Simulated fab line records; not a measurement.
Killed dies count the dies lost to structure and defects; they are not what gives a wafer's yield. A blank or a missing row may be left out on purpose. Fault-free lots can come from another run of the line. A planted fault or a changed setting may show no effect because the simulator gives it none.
fab line records	flow rit_cmos
record lots=15	wafers=45	last_day=8
route steps=202 shown NWELL@38 NRETRO@59 GATE@95 M1@202
lots with no fault: from the same line, run without faults
start_h: the number of hours between the record's first day and the start of the first shown wafer of the lot	wait_h: time in hours since the lot's previous step	" same as the row above	L1.1+2: several wafers, shown together as one row	- no value, or no start was given	* or withheld: withheld	< > ~ a bound
route shown NAME@n: a module of which the file shows steps, and the number in the route of the first	usual: average and standard deviation across the fault-free wafers	same: alike in all rows	chamber/n: place in a boat	sites: the reading at each site	_std_site: the values' standard deviation	_edge_site: outer sites' mean less inner sites'	radius_mm: for every site, how far away it sits from the centre of the wafer	mask NAME#n: copy n	behind: the tool/chamber that last shaped the wafer	hold: reason for holding the lot/hours on hold/outcome of the hold	device: the transistor (n, p or np) that didn't switch	end of line: tests of these same wafers at the route's end	step lacking rows: just its recipe	killed: dies that structure and defects cost at the first sort, which is not the same as the wafer's yield	map: a wafer's dies, x killed, . not, _ none there
set.NAME: setting as actually run; set.NAME@STEP: the setting as run at that earlier step	model.NAME: the simulator's own value behind a step, which no gauge read
steps of the route over a sample of lots; a table a step, a row a wafer
services: when a tool's chamber went out of use (start_h, in hours from the record's first day, below 0 if earlier), for how many hours, and the reason
## steps
# step RIT_NWELL_TW_MEAS_10
# usual NWELL_TW=2149/12
lot.wafer	tool	chamber	start_h	wait_h	NWELL_TW
L691.1	film_metro-03	-	23.57	0.1	2131
L691.5	"	-	"	"	2148
L691.6	"	-	"	"	2118
L693.3	film_metro-02	-	33.89	0.1	2165
L693.4	"	-	"	"	2172
L693.5	"	-	"	"	2156
L695.2	film_metro-02	-	43.46	0.1	2154
L695.4	"	-	"	"	2155
L695.6	"	-	"	"	2168
L696.1	film_metro-02	-	49.88	0.1	2160
L696.3	"	-	"	"	2153
L696.4	"	-	"	"	2161
L697.3	film_metro-01	-	58.10	0.1	2139
L697.4	"	-	"	"	2136
L697.5	"	-	"	"	2135
L698.1	film_metro-02	-	64.33	0.1	2182
L698.3	"	-	"	"	2168
L698.4	"	-	"	"	2175
L699.2	film_metro-02	-	68.46	0.1	2160
L699.3	"	-	"	"	2160
L699.6	"	-	"	"	2165
L700.2	film_metro-03	-	73.53	0.1	2144
L700.4	"	-	"	"	2139
L700.5	"	-	"	"	2133
L701.3	film_metro-03	-	78.78	0.1	2135
L701.4	"	-	"	"	2148
L701.5	"	-	"	"	2146
L703.1	film_metro-01	-	87.05	0.1	2159
L703.2	"	-	"	"	2157
L703.5	"	-	"	"	2148
L705.1	film_metro-01	-	94.81	0.1	2160
L705.4	"	-	"	"	2165
L705.6	"	-	"	"	2159
L707.1	film_metro-01	-	106.30	0.1	2142
L707.2	"	-	"	"	2139
L707.4	"	-	"	"	2131
L710.1	film_metro-01	-	117.96	0.1	2139
L710.2	"	-	"	"	2139
L710.3	"	-	"	"	2135
L712.3	film_metro-01	-	129.49	0.1	2149
L712.5	"	-	"	"	2145
L712.6	"	-	"	"	2161
L714.1	film_metro-02	-	138.59	0.1	2151
L714.2	"	-	"	"	2148
L714.3	"	-	"	"	2145
# step RIT_NRETRO_OVL_MEAS_06
# usual NRETRO_OVL=-0.2/1.4
lot.wafer	tool	chamber	start_h	wait_h	NRETRO_OVL[nm]
L691.1	overlay-02	-	33.11	-	0.5
L691.5	"	-	"	"	1.4
L691.6	"	-	"	"	1.8
L693.3	overlay-01	-	43.32	-	0.6
L693.4	"	-	"	"	0.2
L693.5	"	-	"	"	1.5
L695.2	overlay-01	-	54.19	-	-0.6
L695.4	"	-	"	"	-1.5
L695.6	"	-	"	"	2.4
L696.1	overlay-01	-	59.94	-	0.9
L696.3	"	-	"	"	1.8
L696.4	"	-	"	"	0.8
L697.3	overlay-01	-	68.21	-	0.7
L697.4	"	-	"	"	1.2
L697.5	"	-	"	"	-0.3
L698.1	overlay-01	-	74.99	-	0.6
L698.3	"	-	"	"	-1.0
L698.4	"	-	"	"	1.5
L699.2	overlay-01	-	77.81	-	1.9
L699.3	"	-	"	"	-0.3
L699.6	"	-	"	"	1.1
L700.2	overlay-01	-	83.05	-	1.2
L700.4	"	-	"	"	-0.9
L700.5	"	-	"	"	0.4
L701.3	overlay-02	-	87.50	-	-2.2
L701.4	"	-	"	"	-1.2
L701.5	"	-	"	"	-2.4
L703.1	overlay-01	-	95.73	-	-0.2
L703.2	"	-	"	"	-0.7
L703.5	"	-	"	"	-0.3
L705.1	overlay-02	-	103.81	-	-0.2
L705.4	"	-	"	"	-0.2
L705.6	"	-	"	"	0.2
L707.1	overlay-02	-	115.10	-	-1.1
L707.2	"	-	"	"	-1.4
L707.4	"	-	"	"	-0.1
L710.1	overlay-01	-	127.19	-	0.3
L710.2	"	-	"	"	0.1
L710.3	"	-	"	"	2.4
L712.3	overlay-02	-	137.87	-	-2.3
L712.5	"	-	"	"	-1.7
L712.6	"	-	"	"	-1.0
L714.1	overlay-02	-	148.26	-	-2.3
L714.2	"	-	"	"	-1.5
L714.3	"	-	"	"	-1.6
# step RIT_NRETRO_TW_MEAS_10
# usual NRETRO_TW=1041/4.9
lot.wafer	tool	chamber	start_h	wait_h	NRETRO_TW
L691.1	film_metro-01	-	33.72	0.1	1038
L691.5	"	-	"	"	1046
L691.6	"	-	"	"	1043
L693.3	film_metro-04	-	43.94	0.1	1045
L693.4	"	-	"	"	1040
L693.5	"	-	"	"	1044
L695.2	film_metro-01	-	54.81	0.1	1043
L695.4	"	-	"	"	1044
L695.6	"	-	"	"	1041
L696.1	film_metro-03	-	60.55	0.1	1037
L696.3	"	-	"	"	1035
L696.4	"	-	"	"	1042
L697.3	film_metro-03	-	68.95	0.2	1042
L697.4	"	-	"	"	1030
L697.5	"	-	"	"	1040
L698.1	film_metro-01	-	75.60	0.1	1051
L698.3	"	-	"	"	1043
L698.4	"	-	"	"	1050
L699.2	film_metro-04	-	78.43	0.1	1036
L699.3	"	-	"	"	1041
L699.6	"	-	"	"	1036
L700.2	film_metro-01	-	83.66	0.1	1051
L700.4	"	-	"	"	1055
L700.5	"	-	"	"	1049
L701.3	film_metro-03	-	88.12	0.1	1046
L701.4	"	-	"	"	1046
L701.5	"	-	"	"	1043
L703.1	film_metro-03	-	96.43	0.1	1041
L703.2	"	-	"	"	1044
L703.5	"	-	"	"	1039
L705.1	film_metro-04	-	104.42	0.1	1037
L705.4	"	-	"	"	1039
L705.6	"	-	"	"	1038
L707.1	film_metro-03	-	115.72	0.1	1042
L707.2	"	-	"	"	1040
L707.4	"	-	"	"	1039
L710.1	film_metro-04	-	127.80	0.1	1039
L710.2	"	-	"	"	1042
L710.3	"	-	"	"	1039
L712.3	film_metro-03	-	138.49	0.1	1031
L712.5	"	-	"	"	1031
L712.6	"	-	"	"	1036
L714.1	film_metro-03	-	148.87	0.1	1038
L714.2	"	-	"	"	1039
L714.3	"	-	"	"	1043
# step RIT_GATE_ETCH_19
# recipe chemistry=SF6/CHF3/O2	time_s=165	SF6_flow_sccm=30	CHF3_flow_sccm=30	O2_flow_sccm=5	target=poly-Si	pressure_mtorr=40	rf_w=160	target_depth_a=3125	over_etch_frac=0.25	stop_on=SiO2
# usual CHF3_flow_sccm=30.00/0.1	drypump_motor_current_A=5.5/0.33	oes_product_au=0.826/0.011	run_length_s=193.1/0.32	throttle_valve_pct=10.24/0.11
lot.wafer	tool	chamber	start_h	wait_h	CHF3_flow_sccm	drypump_motor_current_A	oes_product_au	rf_hours_counter_h	run_length_s	throttle_valve_pct
L691.1	rie_si-01	1	42.52	0.1	30.04	5.1	0.836	123	193.3	10.38
L691.5	"	1	"	"	30.07	5.1	0.849	-	193.5	10.36
L691.6	"	2	"	"	29.98	5.7	0.831	-	192.9	10.37
L693.3	rie_si-01	0	56.08	0.1	30.07	5.5	0.819	100	192.8	10.03
L693.4	"	1	"	"	29.86	5.0	0.838	123	193.3	10.36
L693.5	"	3	"	"	30.04	5.6	0.817	-	193.2	10.30
L695.2	rie_si-01	2	68.14	0.1	29.87	5.7	0.825	82	192.6	10.38
L695.4	"	1	"	"	29.92	5.1	0.830	123	193.1	10.37
L695.6	"	1	"	"	30.06	5.1	0.838	-	193.2	10.37
L696.1	rie_si-02	2	73.41	0.1	29.84	4.8	0.815	105	193.1	10.28
L696.3	"	3	"	"	29.98	5.7	0.829	78	193.3	10.13
L696.4	"	1	"	"	30.01	5.3	0.828	-	192.9	10.16
L697.3	rie_si-01	0	79.92	0.1	29.79	5.6	0.814	100	192.7	10.03
L697.4	"	2	"	"	29.92	5.7	0.828	82	192.6	10.37
L697.5	"	3	"	"	30.01	5.6	0.819	-	193.3	10.30
L698.1	rie_si-02	2	83.19	0.1	30.00	4.8	0.815	105	193.0	10.29
L698.3	"	0	"	"	29.94	5.9	0.846	156	193.1	10.28
L698.4	"	3	"	"	29.90	5.7	0.835	78	193.2	10.13
L699.2	rie_si-01	1	87.80	0.1	29.99	5.1	0.847	123	193.5	10.37
L699.3	"	3	"	"	30.14	5.5	0.816	35	193.2	10.29
L699.6	"	0	"	"	30.01	5.5	0.831	-	193.0	10.04
L700.2	rie_si-02	2	94.00	0.1	30.11	4.8	0.819	105	192.7	10.28
L700.4	"	2	"	"	30.13	4.8	0.822	-	192.8	10.26
L700.5	"	3	"	"	30.10	5.7	0.826	-	193.4	10.13
L701.3	rie_si-01	2	97.46	0.1	30.17	5.7	0.824	82	192.9	10.39
L701.4	"	0	"	"	29.99	5.6	0.820	101	193.0	10.03
L701.5	"	3	"	"	30.09	5.6	0.811	-	193.3	10.30
L703.1	rie_si-01	0	106.78	0.1	29.88	5.5	0.761	101	210.4	10.04
L703.2	"	3	"	"	30.10	5.6	0.764	35	210.1	10.30
L703.5	"	0	"	"	30.01	5.6	0.758	-	209.6	10.02
L705.1	rie_si-01	2	112.55	0.1	29.92	5.7	0.761	82	209.3	10.38
L705.4	"	3	"	"	30.05	5.5	0.751	35	210.1	10.31
L705.6	"	2	"	"	29.94	5.7	0.757	-	209.6	10.38
L707.1	rie_si-01	3	126.25	0.1	30.00	5.6	0.770	35	210.3	10.29
L707.2	"	2	"	"	30.22	5.7	0.770	82	209.4	10.37
L707.4	"	0	"	"	29.94	5.5	0.765	101	209.5	10.05
L710.1	rie_si-02	0	134.64	0.1	30.01	5.9	0.847	0	193.1	10.28
L710.2	"	2	"	"	30.09	4.8	0.817	106	193.1	10.27
L710.3	"	1	"	"	29.97	5.4	0.826	2	193.2	10.16
L712.3	rie_si-02	3	150.31	0.1	30.27	5.7	0.828	79	193.5	10.11
L712.5	"	3	"	"	30.11	5.7	0.840	-	193.5	10.12
L712.6	"	2	"	"	30.23	4.8	0.810	-	193.1	10.27
L714.1	rie_si-02	1	158.89	0.1	29.93	5.4	0.839	2	193.0	10.17
L714.2	"	2	"	"	29.96	4.8	0.808	106	193.3	10.26
L714.3	"	0	"	"	30.13	5.9	0.827	1	193.1	10.27
# step RIT_M1_PROBE_99
# usual killed_at_contacts=0.0/0.16	killed_at_front_end=7.5/2.8	killed_dies=7.6/2.9	killed_open=3.7/2	killed_short=3.8/2
# same gross_dies=264	killed_at_M0_to_M3=0	killed_at_M4_up=0	killed_at_back_side=0	killed_at_other=0
lot.wafer	tool	chamber	start_h	wait_h	killed_at_contacts	killed_at_front_end	killed_dies	killed_open	killed_short
L691.1	prober-01	-	64.49	0.1	0	10	10	5	5
L691.5	prober-01	-	64.69	0.2	0	8	8	6	2
L691.6	prober-01	-	64.74	0.2	0	3	3	1	2
L693.3	prober-01	-	78.00	0.2	0	10	10	4	6
L693.4	prober-01	-	78.05	0.2	0	8	8	4	4
L693.5	prober-01	-	78.10	0.2	0	7	7	4	3
L695.2	prober-01	-	90.67	0.1	0	10	10	4	6
L695.4	prober-01	-	90.77	0.2	0	6	6	2	4
L695.6	prober-01	-	90.87	0.2	0	6	6	4	2
L696.1	prober-02	-	95.60	0.1	0	12	12	7	5
L696.3	prober-02	-	95.70	0.2	0	4	4	2	2
L696.4	prober-02	-	95.75	0.2	0	2	2	0	2
L697.3	prober-01	-	100.95	0.2	0	10	10	6	4
L697.4	prober-01	-	101.00	0.2	0	7	7	5	2
L697.5	prober-01	-	101.05	0.2	0	5	5	1	4
L698.1	prober-02	-	105.14	0.1	0	5	5	2	3
L698.3	prober-02	-	105.24	0.2	0	7	7	6	1
L698.4	prober-02	-	105.29	0.2	0	6	6	2	4
L699.2	prober-01	-	109.34	0.1	0	6	6	3	3
L699.3	prober-01	-	109.39	0.2	0	8	8	3	5
L699.6	prober-01	-	109.54	0.2	0	3	3	2	1
L700.2	prober-02	-	115.35	0.1	0	9	9	3	6
L700.4	prober-02	-	115.45	0.2	0	10	10	2	8
L700.5	prober-02	-	115.50	0.2	0	9	9	6	3
L701.3	prober-01	-	119.39	0.2	0	9	9	5	4
L701.4	prober-01	-	119.44	0.2	0	4	4	3	1
L701.5	prober-01	-	119.49	0.2	0	5	5	4	1
L703.1	prober-02	-	127.09	0.1	0	10	10	7	3
L703.2	prober-02	-	127.14	0.1	0	6	6	1	5
L703.5	prober-02	-	127.29	0.2	0	7	7	4	3
L705.1	prober-01	-	132.58	0.1	0	9	9	5	4
L705.4	prober-01	-	132.73	0.2	0	8	8	4	4
L705.6	prober-01	-	132.83	0.2	0	11	11	8	3
L707.1	prober-02	-	146.07	0.1	0	8	8	5	3
L707.2	prober-02	-	146.12	0.1	0	6	6	1	5
L707.4	prober-02	-	146.22	0.2	0	10	10	4	6
L710.1	prober-01	-	155.84	0.1	0	11	11	6	5
L710.2	prober-01	-	155.89	0.1	0	8	8	3	5
L710.3	prober-01	-	155.94	0.2	0	6	6	3	2
L712.3	prober-01	-	171.54	0.2	0	10	10	3	6
L712.5	prober-01	-	171.64	0.2	0	2	2	0	1
L712.6	prober-01	-	171.69	0.2	1	13	14	8	6
L714.1	prober-01	-	182.13	0.1	0	8	8	6	2
L714.2	prober-01	-	182.18	0.1	0	9	9	3	6
L714.3	prober-01	-	182.23	0.2	1	13	14	5	9
# killed by level:class
L691.1 REOX:geometric_particle:short=3 REOX:geometric_particle:open=2 SILICIDE:geometric_particle:short=2 GATE:geometric_particle:open=1 SPACER:geometric_particle:open=1 SILICIDE:geometric_particle:open=1
L691.5 GATE:geometric_particle:open=3 SILICIDE:geometric_particle:open=2 FOX2:geometric_particle:open=1 REOX:geometric_particle:short=1 SILICIDE:geometric_particle:short=1
L691.6 FOX1:geometric_particle:open=1 FOX2:geometric_particle:short=1 GATE:geometric_particle:short=1
L693.3 GATE:geometric_particle:short=3 GATE:geometric_particle:open=2 FOX2:geometric_particle:open=1 FOX2:geometric_particle:short=1 REOX:geometric_particle:short=1 SPACER:geometric_particle:short=1 SILICIDE:geometric_particle:open=1
L693.4 FOX2:geometric_particle:short=2 REOX:geometric_particle:short=2 SPACER:geometric_particle:open=2 GATE:geometric_particle:open=1 REOX:geometric_particle:open=1
L693.5 GATE:geometric_particle:open=2 SPACER:geometric_particle:short=2 FOX2:geometric_particle:open=1 GATE:geometric_particle:short=1 SPACER:geometric_particle:open=1
L695.2 GATE:geometric_particle:short=3 GATE:geometric_particle:open=2 REOX:geometric_particle:open=2 ACTIVE:geometric_particle:short=1 FOX1:geometric_particle:short=1 SILICIDE:geometric_particle:short=1
L695.4 GATE:geometric_particle:open=2 REOX:geometric_particle:short=2 SPACER:geometric_particle:short=2
L695.6 GATE:geometric_particle:open=2 FOX2:geometric_particle:short=1 GATE:geometric_particle:short=1 REOX:geometric_particle:open=1 SILICIDE:geometric_particle:open=1
L696.1 GATE:geometric_particle:open=4 FOX2:geometric_particle:open=2 SILICIDE:geometric_particle:short=2 FOX1:geometric_particle:short=1 FOX1:geometric_particle:open=1 GATE:geometric_particle:short=1 SPACER:geometric_particle:short=1
L696.3 SPACER:geometric_particle:open=2 GATE:geometric_particle:short=1 REOX:geometric_particle:short=1
L696.4 FOX1:geometric_particle:short=1 GATE:geometric_particle:short=1
L697.3 FOX1:geometric_particle:open=3 GATE:geometric_particle:short=2 GATE:geometric_particle:open=1 REOX:geometric_particle:open=1 REOX:geometric_particle:short=1 SPACER:geometric_particle:open=1 SILICIDE:geometric_particle:short=1
L697.4 FOX1:geometric_particle:open=2 FOX1:geometric_particle:short=1 GATE:geometric_particle:open=1 REOX:geometric_particle:open=1 SPACER:geometric_particle:short=1 SILICIDE:geometric_particle:open=1
L697.5 GATE:geometric_particle:short=3 GATE:geometric_particle:open=1 REOX:geometric_particle:short=1
L698.1 GATE:geometric_particle:short=1 GATE:geometric_particle:open=1 SPACER:geometric_particle:open=1 SPACER:geometric_particle:short=1 SILICIDE:geometric_particle:short=1
L698.3 GATE:geometric_particle:open=3 SPACER:geometric_particle:open=2 FOX1:geometric_particle:short=1 FOX2:geometric_particle:open=1
L698.4 GATE:geometric_particle:short=2 SILICIDE:geometric_particle:short=2 GATE:geometric_particle:open=1 SILICIDE:geometric_particle:open=1
L699.2 FOX1:geometric_particle:open=1 FOX2:geometric_particle:open=1 FOX2:geometric_particle:short=1 GATE:geometric_particle:open=1 GATE:geometric_particle:short=1 REOX:geometric_particle:short=1
L699.3 FOX1:geometric_particle:short=2 GATE:geometric_particle:short=2 GATE:geometric_particle:open=2 REOX:geometric_particle:short=1 SPACER:geometric_particle:open=1
L699.6 FOX1:geometric_particle:open=1 FOX2:geometric_particle:short=1 GATE:geometric_particle:open=1
L700.2 GATE:geometric_particle:short=2 SPACER:geometric_particle:short=2 SILICIDE:geometric_particle:open=2 FOX1:geometric_particle:short=1 GATE:geometric_particle:open=1 SILICIDE:geometric_particle:short=1
L700.4 GATE:geometric_particle:short=2 REOX:geometric_particle:short=2 SPACER:geometric_particle:short=2 FOX2:geometric_particle:short=1 GATE:geometric_particle:open=1 SILICIDE:geometric_particle:short=1 SILICIDE:geometric_particle:open=1
L700.5 FOX1:geometric_particle:open=2 GATE:geometric_particle:short=2 SPACER:geometric_particle:open=2 GATE:geometric_particle:open=1 REOX:geometric_particle:open=1 SPACER:geometric_particle:short=1
L701.3 GATE:geometric_particle:short=2 REOX:geometric_particle:short=2 REOX:geometric_particle:open=2 SPACER:geometric_particle:open=2 FOX2:geometric_particle:open=1
L701.4 GATE:geometric_particle:open=1 SPACER:geometric_particle:open=1 SILICIDE:geometric_particle:open=1 SILICIDE:geometric_particle:short=1
L701.5 GATE:geometric_particle:open=2 FOX1:geometric_particle:open=1 GATE:geometric_particle:short=1 SILICIDE:geometric_particle:open=1
L703.1 GATE:geometric_particle:open=4 REOX:geometric_particle:open=2 GATE:geometric_particle:short=1 SPACER:geometric_particle:short=1 SPACER:geometric_particle:open=1 SILICIDE:geometric_particle:short=1
L703.2 FOX2:geometric_particle:short=2 GATE:geometric_particle:short=2 REOX:geometric_particle:open=1 SILICIDE:geometric_particle:short=1
L703.5 GATE:geometric_particle:open=2 GATE:geometric_particle:short=2 FOX1:geometric_particle:short=1 FOX2:geometric_particle:open=1 SILICIDE:geometric_particle:open=1
L705.1 GATE:geometric_particle:short=2 FOX1:geometric_particle:open=1 FOX2:geometric_particle:open=1 FOX2:geometric_particle:short=1 GATE:geometric_particle:open=1 REOX:geometric_particle:open=1 SPACER:geometric_particle:short=1 SILICIDE:geometric_particle:open=1
L705.4 GATE:geometric_particle:open=2 REOX:geometric_particle:open=2 FOX1:geometric_particle:short=1 GATE:geometric_particle:short=1 REOX:geometric_particle:short=1 SPACER:geometric_particle:short=1
L705.6 REOX:geometric_particle:open=4 SPACER:geometric_particle:open=3 REOX:geometric_particle:short=2 FOX1:geometric_particle:open=1 GATE:geometric_particle:short=1
L707.1 GATE:geometric_particle:open=4 GATE:geometric_particle:short=2 FOX2:geometric_particle:short=1 SPACER:geometric_particle:open=1
L707.2 SPACER:geometric_particle:short=2 SILICIDE:geometric_particle:short=2 FOX2:geometric_particle:short=1 SPACER:geometric_particle:open=1
L707.4 FOX2:geometric_particle:short=2 GATE:geometric_particle:short=2 FOX2:geometric_particle:open=1 GATE:geometric_particle:open=1 REOX:geometric_particle:open=1 REOX:geometric_particle:short=1 SPACER:geometric_particle:open=1 SILICIDE:geometric_particle:short=1
L710.1 GATE:geometric_particle:short=3 FOX1:geometric_particle:open=2 GATE:geometric_particle:open=2 REOX:geometric_particle:open=1 REOX:geometric_particle:short=1 SPACER:geometric_particle:open=1 SPACER:geometric_particle:short=1
L710.2 GATE:geometric_particle:short=3 GATE:geometric_particle:open=2 REOX:geometric_particle:short=1 SPACER:geometric_particle:open=1 SILICIDE:geometric_particle:short=1
L710.3 GATE:geometric_particle:open=1 GATE:geometric_particle:short=1 REOX:geometric_particle:open=1 SPACER:geometric_particle:open=1 SILICIDE:geometric_particle:short=1 NSD:coat_microbubble_printed=1
L712.3 GATE:geometric_particle:short=4 ACTIVE:geometric_particle:open=1 FOX1:geometric_particle:short=1 GATE:geometric_particle:open=1 REOX:geometric_particle:short=1 SPACER:geometric_particle:open=1 NRETRO:coat_microbubble_printed=1
L712.5 GATE:geometric_particle:short=1 NRETRO:coat_microbubble_printed=1
L712.6 GATE:geometric_particle:open=4 FOX2:geometric_particle:short=3 GATE:geometric_particle:short=2 SPACER:geometric_particle:open=2 FOX1:geometric_particle:open=1 SPACER:geometric_particle:short=1 CONTACT:geometric_particle:open=1
L714.1 GATE:geometric_particle:open=5 GATE:geometric_particle:short=1 REOX:geometric_particle:open=1 SILICIDE:geometric_particle:short=1
L714.2 REOX:geometric_particle:short=3 GATE:geometric_particle:open=2 FOX2:geometric_particle:short=1 GATE:geometric_particle:short=1 SPACER:geometric_particle:open=1 SPACER:geometric_particle:short=1
L714.3 GATE:geometric_particle:short=3 REOX:geometric_particle:short=2 SPACER:geometric_particle:open=2 FOX1:geometric_particle:short=1 FOX2:geometric_particle:short=1 GATE:geometric_particle:open=1 REOX:geometric_particle:open=1 SILICIDE:geometric_particle:short=1
## services
tool	chamber	start_h	hours	kind
rie_si-02	0	67.17	8.1	repair
rie_si-01	-	69.51	3.8	repair
rie_si-02	0	84.39	-	clean
rie_si-02	0	84.39	15.2	scheduled_down
rie_si-02	0	84.39	15.2	vent_cycle
rie_si-01	1	157.16	18.5	repair
## key
first_sign step=RIT_GATE_ETCH_19	reading=run_length_s	direction=up	sigmas=53	usual=*	struck=*
effect step=RIT_GATE_ETCH_19	reading=oes_product_au	direction=down	sigmas=6	usual=0.826	struck=0.762
met_at RIT_GATE_ETCH_19
struck_lots L703,L705,L707
tester_left_out L703,L705,L707
not_acting_at RIT_NWELL_TW_MEAS_10,RIT_NRETRO_OVL_MEAS_06,RIT_NRETRO_TW_MEAS_10
onset_between 97.46 106.78
fault kind=process_parameter_drift	tool=rie_si-01	chamber=-	onset_h=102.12	steps=RIT_GATE_ETCH_19	channel=time_s	offset=*	shape=step	end_h=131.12	stated=*
# tester_left_out: of these lots the tester's yield and bins aren't shown, on N5 and GAA mostly nor the transistor test; their killed dies are dies lost to structure and defects alone, not to doping, threshold or leakage, so they don't give the yield
